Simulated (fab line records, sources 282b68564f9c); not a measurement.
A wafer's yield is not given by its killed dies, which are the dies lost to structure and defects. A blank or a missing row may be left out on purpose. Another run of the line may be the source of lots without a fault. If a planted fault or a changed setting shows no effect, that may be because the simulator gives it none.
A struck lot beside a sound one -- flow rit_cmos -- 44 steps out of a route of 202
Sound: the wafers L911.1, L911.5, L911.6. Struck: wafers L915.2, L915.4, L915.5. Last of all comes the cause.
Per side, at each step with rows, come the tool, then ch with its chambers, and then its first start. Under that, the readings that differ: sound wafers -- struck wafers -- difference of the means -- sigmas: that difference in standard deviations of wafers without a fault.
alike: readings whose means differ by less than 2 such deviations, and words and numbers that are the same on both sides. not compared: withheld readings, readings that some wafer has no value for, bounds like >300 that may hide the same value, and numbers for which the record gives no deviation and whose values overlap.
The two part at a step that has a row with sigmas, a row that says differs or no value, or rows on one side only. When numbers do not overlap yet have no deviation, they are printed without sigmas and do not part them. Lack of a reading on every wafer of one side parts them only where that side has two or more wafers.

first, 3 steps without rows for these wafers: RIT_REOX_CLEAN_01 (cleans in dHF, time 30 s); RIT_REOX_CLEAN_02 (cleans in SC2, time 600 s); RIT_REOX_OXIDATION_03 (target thk 25.2 nm, ox time 5580 s).
RIT_REOX_THK_MEAS_04:
  sound on film_metro-04, day 3 02:27; struck on film_metro-02, day 3 23:40
  alike: REOX_OXIDE_THK
then, 6 steps without rows for these wafers: RIT_NLDD_HMDS_00 (prime time 60 s); RIT_NLDD_COAT_01 (resist thk 1000 nm); RIT_NLDD_SOFTBAKE_02 (time 60 s); RIT_NLDD_EXPOSE_03 (exposes mask M7, target cd 40700 nm); RIT_NLDD_PEB_04; RIT_NLDD_DEVELOP_05 (develop time 50 s).
RIT_NLDD_OVL_MEAS_06:
  sound on overlay-02, day 3 03:25; struck on overlay-01, day 4 00:35
reading,sound,struck,difference,sigmas
NLDD_OVL (nm),0.7 0.4 1.8,5.3 4.9 5.3,+4.2,+3
then, 1 step without rows for these wafers: RIT_NLDD_HARDBAKE_07 (time 60 s).
RIT_NLDD_IMPLANT_08:
  sound on implanter-03 ch 0, day 3 03:36; struck on implanter-04 ch 0, day 4 00:47
reading,sound,struck,difference,sigmas
dose_ions_cm2,5.002e+14 5.005e+14 4.998e+14,4.774e+14 4.768e+14 4.768e+14,-2.317e+13,-43
RIT_NLDD_STRIP_09: strips in O2, time 180 s.
  sound on plasma_asher-02 ch 0,1, day 3 03:45; struck on plasma_asher-01 ch 0, day 4 00:55
reading,sound,struck,difference,sigmas
drypump_motor_current_A (A),6.1 6.0 6.2,4.9 5.0 5.0,-1.1,-3
rf_refl_power_W (W),6.8 8.4 6.7,9.9 10.2 9.8,+2.7,+3
  not compared: rf_hours_counter_h
RIT_NLDD_TW_MEAS_10:
  sound on film_metro-02, day 3 03:55; struck on film_metro-03, day 4 01:05
reading,sound,struck,difference,sigmas
NLDD_TW,2503 2510 2502,2459 2454 2467,-45,-3
then, 6 steps without rows for these wafers: RIT_PLDD_HMDS_00 (prime time 60 s); RIT_PLDD_COAT_01 (resist thk 1000 nm); RIT_PLDD_SOFTBAKE_02 (time 60 s); RIT_PLDD_EXPOSE_03 (exposes mask M8, target cd 40900 nm); RIT_PLDD_PEB_04; RIT_PLDD_DEVELOP_05 (develop time 50 s).
RIT_PLDD_OVL_MEAS_06:
  sound on overlay-02, day 3 04:58; struck on overlay-02, day 4 02:13
  alike: PLDD_OVL
then, 2 steps without rows for these wafers: RIT_PLDD_HARDBAKE_07 (time 60 s); RIT_PLDD_IMPLANT_08.
RIT_PLDD_STRIP_09: strips in O2, time 180 s.
  sound on plasma_asher-04 ch 0,1, day 3 05:17; struck on plasma_asher-03 ch 0, day 4 02:33
reading,sound,struck,difference,sigmas
drypump_motor_current_A (A),5.2 5.2 5.9,6.4 6.4 6.4,+1.0,+3
  alike: rf_refl_power_W
  not compared: rf_hours_counter_h
RIT_PLDD_TW_MEAS_10:
  sound on film_metro-01, day 3 05:28; struck on film_metro-03, day 4 02:44
  alike: PLDD_TW
then, 4 steps without rows for these wafers: RIT_SPACER_CLEAN_00 (cleans in SC1, time 600 s); RIT_SPACER_CLEAN_01 (cleans in dHF, time 30 s); RIT_SPACER_CLEAN_02 (cleans in SC2, time 600 s); RIT_SPACER_CVD_03 (deposits Si3N4 from SiH2Cl2/NH3, target thk 250 nm, time 3300 s).
RIT_SPACER_THK_MEAS_04:
  sound on film_metro-04, day 3 08:47; struck on film_metro-04, day 4 06:03
  alike: SPACER_NITRIDE_THK
RIT_SPACER_ETCHBACK_05: etches Si3N4 in SF6/CHF3, stops on SiO2, target depth 250 nm, time 240 s.
  sound on rie_diel-01 ch 0,2,3, day 3 08:50; struck on rie_diel-03 ch 1,2,3, day 4 06:06
  alike: drypump_motor_current_A, oes_product_au, rf_fwd_power_W, throttle_valve_pct
  not compared: rf_hours_counter_h
then, 6 steps without rows for these wafers: RIT_NSD_HMDS_00 (prime time 60 s); RIT_NSD_COAT_01 (resist thk 1000 nm); RIT_NSD_SOFTBAKE_02 (time 60 s); RIT_NSD_EXPOSE_03 (exposes mask M9, target cd 40700 nm); RIT_NSD_PEB_04; RIT_NSD_DEVELOP_05 (develop time 52.14 s).
RIT_NSD_OVL_MEAS_06:
  sound on overlay-01, day 3 09:50; struck on overlay-01, day 4 07:14
  alike: NSD_OVL
then, 2 steps without rows for these wafers: RIT_NSD_HARDBAKE_07 (time 60 s); RIT_NSD_IMPLANT_08.
RIT_NSD_STRIP_09: strips in O2, time 180 s.
  sound on plasma_asher-02 ch 0,1, day 3 10:11; struck on plasma_asher-01 ch 0,1, day 4 07:34
  alike: drypump_motor_current_A, rf_refl_power_W
  not compared: rf_hours_counter_h
RIT_SDANNEAL_RS_MEAS_07: measures by four-point-probe.
  sound on film_metro-02, day 3 12:41; struck on film_metro-01, day 4 10:13
reading,sound,struck,difference,sigmas
NLDD_RS (ohm/sq),152.1 151.8 151.7,157.1 157.2 157.2,+5.3,+8
RIT_M1_PROBE_99:
  sound wafers here have rows in the record (prober-02, day 3 19:41); struck ones have none

== WHERE THEY PART ==
First at RIT_NLDD_OVL_MEAS_06; last, within this record, at RIT_M1_PROBE_99.

WHY: what had been put in by the simulator
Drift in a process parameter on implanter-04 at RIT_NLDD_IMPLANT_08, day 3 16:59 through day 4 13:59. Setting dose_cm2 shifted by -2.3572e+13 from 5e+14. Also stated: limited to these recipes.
